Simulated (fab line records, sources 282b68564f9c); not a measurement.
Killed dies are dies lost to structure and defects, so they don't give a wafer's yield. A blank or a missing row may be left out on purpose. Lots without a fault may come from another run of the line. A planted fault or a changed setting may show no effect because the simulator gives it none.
Which tool did it? | flow rit_cmos | 7 lots, 21 wafers sampled, at 1 step of a route of 202

WHAT THE GAUGES READ, wafer by wafer
RIT_NWELL_OVL_MEAS_06.
lot  | measured    | on         | NWELL_OVL (nm)
L385 | day 2 04:09 | overlay-02 | 1.0 0.2 1.8
L387 | day 2 11:38 | overlay-01 | -1.0 -1.4 -2.2
L390 | day 3 03:40 | overlay-02 | -2.3 -1.1 -0.2
L395 | day 4 03:20 | overlay-02 | -1.8 -0.4 -2.1
L399 | day 4 23:52 | overlay-01 | -0.3 -1.7 -0.7
L401 | day 5 09:08 | overlay-02 | -0.7 -1.0 0.3
L406 | day 6 11:11 | overlay-01 | -0.6 1.1 -0.5

WHICH TOOL RAN EACH LOT (tool, then ch and the chambers of the sampled wafers, then the start)
The record holds no process step before these readings.

THE ANSWER, worked out from the rows above alone
Rule: what is usual is taken from the lots themselves. Put in order of their means at a reading, lots are off if they are a third of the lots or fewer, leave a main group of 4 or more, and stand apart from it by a gap of 3 or more times the standard deviation of the main group's means; of several such gaps the widest counts. A main group whose means are all the same, to the digits that the tables above print for the reading, isn't used. A lot without any number at a reading at which 4 lots or more have one is off too. The other lots that the step has rows for count as sound.
No lot is off at any reading shown: from this, nothing can be told.

WHAT THE SIMULATOR HAD PUT IN
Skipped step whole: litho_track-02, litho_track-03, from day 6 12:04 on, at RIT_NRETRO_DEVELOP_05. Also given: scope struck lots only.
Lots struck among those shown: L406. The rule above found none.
